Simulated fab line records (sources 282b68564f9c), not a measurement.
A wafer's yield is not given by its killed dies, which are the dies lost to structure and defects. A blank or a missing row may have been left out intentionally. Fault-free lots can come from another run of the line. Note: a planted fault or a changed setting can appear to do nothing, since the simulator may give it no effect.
Struck lot and sound lot, side by side / flow rit-cmos / 43 steps out of a route of 202
Sound: the wafers L266.2, L266.4, L266.5. Wafers L273.1, L273.3, L273.6 were the ones struck. The cause comes at the end.
Order at every step that has rows: each side's tool, ch and its chambers, its first start. Under that, the readings that differ: sound wafers / struck wafers / difference of the means / sigmas: that difference in standard deviations of wafers without a fault.
alike: words and numbers the same on both sides, and readings whose means are apart by under 2 such deviations; not compared: readings that were withheld, readings missing a value for some wafer, numbers with overlapping values and no deviation given by the record, and bounds like >300 which may hide the same value.
Wherever a step has rows on one side only, a row that says differs or no value, or a row with sigmas, the two part there. Numbers that have no deviation but don't overlap get no sigmas and don't part them. A reading missing from all wafers of one side parts the sides only when that side holds two or more wafers.

first, 4 steps without rows for these wafers: RIT_ACTIVE_SOFTBAKE_07 (time 60 s); RIT_ACTIVE_EXPOSE_08 (exposes mask M1, target cd 1400 nm); RIT_ACTIVE_PEB_09; RIT_ACTIVE_DEVELOP_10 (develop time 50 s).
RIT_ACTIVE_CD_MEAS_11: the cd target is 1400 nm.
  sound: cd-sem-02 at day 1 22:21; struck: cd-sem-02 at day 3 07:49
  alike: cd-nm
then, 1 step without rows for these wafers: RIT_ACTIVE_HARDBAKE_12 (time 60 s).
RIT_ACTIVE_ETCH_13: etches Si3N4 in SF6, stops on SiO2, time 210 s, target depth 210 nm.
  sound on rie-diel-02 ch 0,2,3, day 1 22:36; struck on rie-diel-02 ch 1,3, day 3 08:10
  alike: SF6_flow_sccm, chamber-pressure-mTorr, drypump-motor-current-A, oes-product-au, throttle-valve-pct
  not compared: rf-hours-counter-h
RIT_ACTIVE_STRIP_14: strips in O2, time 180 s.
  sound on plasma-asher-03 ch 0,1, day 1 22:44; struck on plasma-asher-02 ch 0,1, day 3 08:18
reading=drypump-motor-current-A (A); sound=5.4 5.5 5.9; struck=6.7 6.7 6.5; difference=+1.0; sigmas=+2
  alike: chamber-pressure-mTorr
  not compared: rf-hours-counter-h
RIT_ACTIVE_CD_MEAS_90: the cd target is 1400 nm.
  sound: cd-sem-01 at day 1 22:56; struck: cd-sem-02 at day 3 08:34
  alike: cd-nm
then, 3 steps without rows for these wafers: RIT_ACTIVE_CLEAN_15 (cleans in SC1, time 600 s); RIT_ACTIVE_CLEAN_16 (cleans in dHF, time 30 s); RIT_ACTIVE_CLEAN_17 (cleans in SC2, time 600 s).
RIT_FOX1_OXIDATION_00: target thk 350.7 nm, ox time 1130 s.
  sound on furnace-01 ch 0, day 2 02:46; struck on furnace-04 ch 0, day 3 09:10
reading=spike-tc-source-C (C); sound=1128.0 1127.8 1126.8; struck=1120.3 1119.7 1118.4; difference=-8.1; sigmas=-3
  alike: spike-tc-centre-C, spike-tc-load-C
RIT_FOX1_THK_MEAS_01:
  sound: film-metro-03 at day 2 04:05; struck: film-metro-03 at day 3 10:29
  alike: FOX1_OXIDE_THK
then, 2 steps without rows for these wafers: RIT_FOX1_WET_ETCH_02 (etches SiO2 in BOE, target depth 350 nm, time 390 s); RIT_FOX2_OXIDATION_00 (target thk 350.7 nm, ox time 1130 s).
RIT_FOX2_THK_MEAS_01:
  sound: film-metro-03 at day 2 06:29; struck: film-metro-03 at day 3 12:52
  alike: FOX2_OXIDE_THK
then, 2 steps without rows for these wafers: RIT_FOX2_CLEAN_02 (cleans in dHF, time 180 s); RIT_FOX2_WET_ETCH_03 (etches Si3N4 in H3PO4, target depth 195 nm, time 2700 s).
RIT_FOX2_THK_MEAS_90:
  sound: film-metro-01 at day 2 07:22; struck: film-metro-03 at day 3 13:49
  alike: FIELD_OXIDE_LEFT_1_THK
then, 6 steps without rows for these wafers: RIT_NWELL_HMDS_00 (prime time 58.79 s); RIT_NWELL_COAT_01 (resist thk 1300 nm); RIT_NWELL_SOFTBAKE_02 (time 60 s); RIT_NWELL_EXPOSE_03 (exposes mask M2, target cd 43900 nm); RIT_NWELL_PEB_04; RIT_NWELL_DEVELOP_05 (develop time 68 s).
RIT_NWELL_OVL_MEAS_06:
  sound: overlay-02 at day 2 08:25; struck: overlay-01 at day 3 14:53
  alike: NWELL_OVL
then, 2 steps without rows for these wafers: RIT_NWELL_HARDBAKE_07 (time 120 s); RIT_NWELL_IMPLANT_08.
RIT_NWELL_STRIP_09: strips in O2, time 180 s.
  sound on plasma-asher-01 ch 1, day 2 08:50; struck on plasma-asher-04 ch 0,1, day 3 15:37
  alike: chamber-pressure-mTorr, drypump-motor-current-A
  not compared: rf-hours-counter-h
RIT_NWELL_TW_MEAS_10:
  sound: film-metro-04 at day 2 09:01; struck: film-metro-01 at day 3 15:47
reading=NWELL_TW; sound=2172 2181 2178; struck=2140 2147 2149; difference=-32; sigmas=-2
then, 6 steps without rows for these wafers: RIT_PWELL_HMDS_00 (prime time 60 s); RIT_PWELL_COAT_01 (resist thk 1300 nm); RIT_PWELL_SOFTBAKE_02 (time 60 s); RIT_PWELL_EXPOSE_03 (exposes mask M3, target cd 43700 nm); RIT_PWELL_PEB_04; RIT_PWELL_DEVELOP_05 (develop time 68 s).
RIT_PWELL_OVL_MEAS_06:
  sound: overlay-01 at day 2 10:05; struck: overlay-02 at day 3 16:52
  alike: PWELL_OVL
then, 2 steps without rows for these wafers: RIT_PWELL_HARDBAKE_07 (time 120 s); RIT_PWELL_IMPLANT_08.
RIT_PWELL_STRIP_09: strips in O2, time 180 s.
  sound on plasma-asher-03 ch 0,1, day 2 10:31; struck on plasma-asher-01 ch 0,1, day 3 17:27
  alike: chamber-pressure-mTorr, drypump-motor-current-A
  not compared: rf-hours-counter-h
RIT_PWELL_TW_MEAS_10:
  sound: film-metro-03 at day 2 10:42; struck: film-metro-03 at day 3 17:37
  alike: PWELL_TW
RIT_M1_PROBE_99:
  sound: prober-01 at day 4 01:50; struck: prober-02 at day 5 14:30
reading=killed-at-front-end; sound=8 7 7; struck=129 136 136; difference=+126; sigmas=+45
reading=killed-dies; sound=8 7 7; struck=129 136 136; difference=+126; sigmas=+44
reading=killed-on-rim; sound=0 2 0; struck=37 40 40; difference=+38; sigmas=+26
  alike: killed-open, killed-short

WHERE THEY PART
Earliest at RIT_ACTIVE_STRIP_14; latest, in this record, at RIT_M1_PROBE_99.

WHY: whatever the simulator had introduced
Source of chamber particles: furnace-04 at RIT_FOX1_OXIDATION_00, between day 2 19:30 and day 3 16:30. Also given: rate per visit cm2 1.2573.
